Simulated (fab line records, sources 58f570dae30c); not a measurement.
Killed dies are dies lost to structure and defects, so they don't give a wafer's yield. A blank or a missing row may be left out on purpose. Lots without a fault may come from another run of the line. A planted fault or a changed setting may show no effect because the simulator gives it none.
Split-lot experiment | flow berkeley_cmos170 | 5 lots, 23 wafers read, on a route of 331 steps

THE SPLIT
At UCB170_ACTIVE_COAT_08 (resist thk 900 nm), the setting resist_thk_nm was moved away from the recipe's 900 nm on 7 of the 23 wafers read, by -4.6% to +2.1%. The other wafers ran this setting at the recipe's value.

The reading is taken at the split's own step.

THE READING
KrF_of_ACTIVE_COAT_08.thk_nm (the simulator's own value, which no gauge read), in nm, at UCB170_ACTIVE_COAT_08 (resist thk 900 nm). The file gives no usual value for it. The 16 wafers here that ran the recipe average 900.0 nm, standard deviation 2.2 nm.

wafer  | tool, chamber at the split | resist_thk_nm as run, nm | against the recipe | KrF_of_ACTIVE_COAT_08.thk_nm, nm | against lot-mates on the recipe
L076.1 | litho_track-02, 0          | 919.1                    | +2.1%              | 919.6                            | +19.2
L076.2 | litho_track-02, 0          | 900                      | recipe             | 899.6                            | -
L076.3 | litho_track-02, 0          | 919.1                    | +2.1%              | 918.7                            | +18.3
L076.5 | litho_track-02, 0          | 900                      | recipe             | 901.2                            | -
L076.6 | litho_track-02, 0          | 919.1                    | +2.1%              | 922.1                            | +21.7
L078.1 | litho_track-02, 0          | 858.4                    | -4.6%              | 857.4                            | -39.8
L078.3 | litho_track-02, 0          | 900                      | recipe             | 898.7                            | -
L078.4 | litho_track-02, 0          | 900                      | recipe             | 893.9                            | -
L078.5 | litho_track-02, 0          | 858.4                    | -4.6%              | 858.5                            | -38.7
L078.6 | litho_track-02, 0          | 900                      | recipe             | 899.1                            | -
L080.2 | litho_track-02, 0          | 900                      | recipe             | 902.5                            | -
L080.3 | litho_track-02, 0          | 900                      | recipe             | 899.4                            | -
L080.4 | litho_track-02, 0          | 900                      | recipe             | 901                              | -
L080.5 | litho_track-02, 0          | 900                      | recipe             | 900.9                            | -
L080.6 | litho_track-02, 0          | 900                      | recipe             | 901.8                            | -
L081.4 | litho_track-01, 0          | 900                      | recipe             | 901.4                            | -
L081.5 | litho_track-01, 0          | 900                      | recipe             | 900.7                            | -
L081.6 | litho_track-01, 0          | 900                      | recipe             | 903.2                            | -
L085.2 | litho_track-02, 0          | 900                      | recipe             | 897.6                            | -
L085.3 | litho_track-02, 0          | 864.8                    | -3.9%              | 865.7                            | -33.4
L085.4 | litho_track-02, 0          | 900                      | recipe             | 898.1                            | -
L085.5 | litho_track-02, 0          | 864.8                    | -3.9%              | 864.6                            | -34.5
L085.6 | litho_track-02, 0          | 900                      | recipe             | 901.6                            | -

THE FIT
A straight line over all 23 wafers: KrF_of_ACTIVE_COAT_08.thk_nm changes by +9.12 nm for each +1% of resist_thk_nm; r = +0.99; the points scatter about the line by 2 nm.
The same after taking each lot's own level away (the mean of its wafers on the recipe; 23 wafers): +8.72 nm for each +1%; r = +1.00; scatter 1.5 nm.
On that fit, the largest move of resist_thk_nm shifts the reading by 40 nm.
The lots' own levels span 897.23 to 901.77 nm, that is 2.1 times the standard deviation above.
So the lot-to-lot level changes the slope little: the two slopes agree.
Check: with one of the wafers moved furthest among these (-4.6%) left out of the fit, the line predicts -40.1 nm for it against its lot-mates. It came out at -39.8 nm against them.

OTHER SPLITS ON THESE WAFERS
These wafers also went through other splits before the reading. Each is held against what the fit with the lots' levels taken away leaves over:
other split on the same wafers     | wafers away from the commonest value | r with KrF_of_ACTIVE_COAT_08.thk_nm (lot level and that fit taken away)
UCB170_NWELL_CVD_04 temp_c         | 10                                   | +0.14
UCB170_NWELL_EXPOSE_09 dose_mj     | 8                                    | -0.20
UCB170_PWELL_CVD_05 time_s         | 18                                   | -0.04
UCB170_PWELL_DEVELOP_12 dev_temp_c | 7                                    | +0.06

THE FILE'S OWN FIT
KrF_of_ACTIVE_COAT_08.thk_nm changes by +8.65 nm for each +1% of resist_thk_nm, r = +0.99.
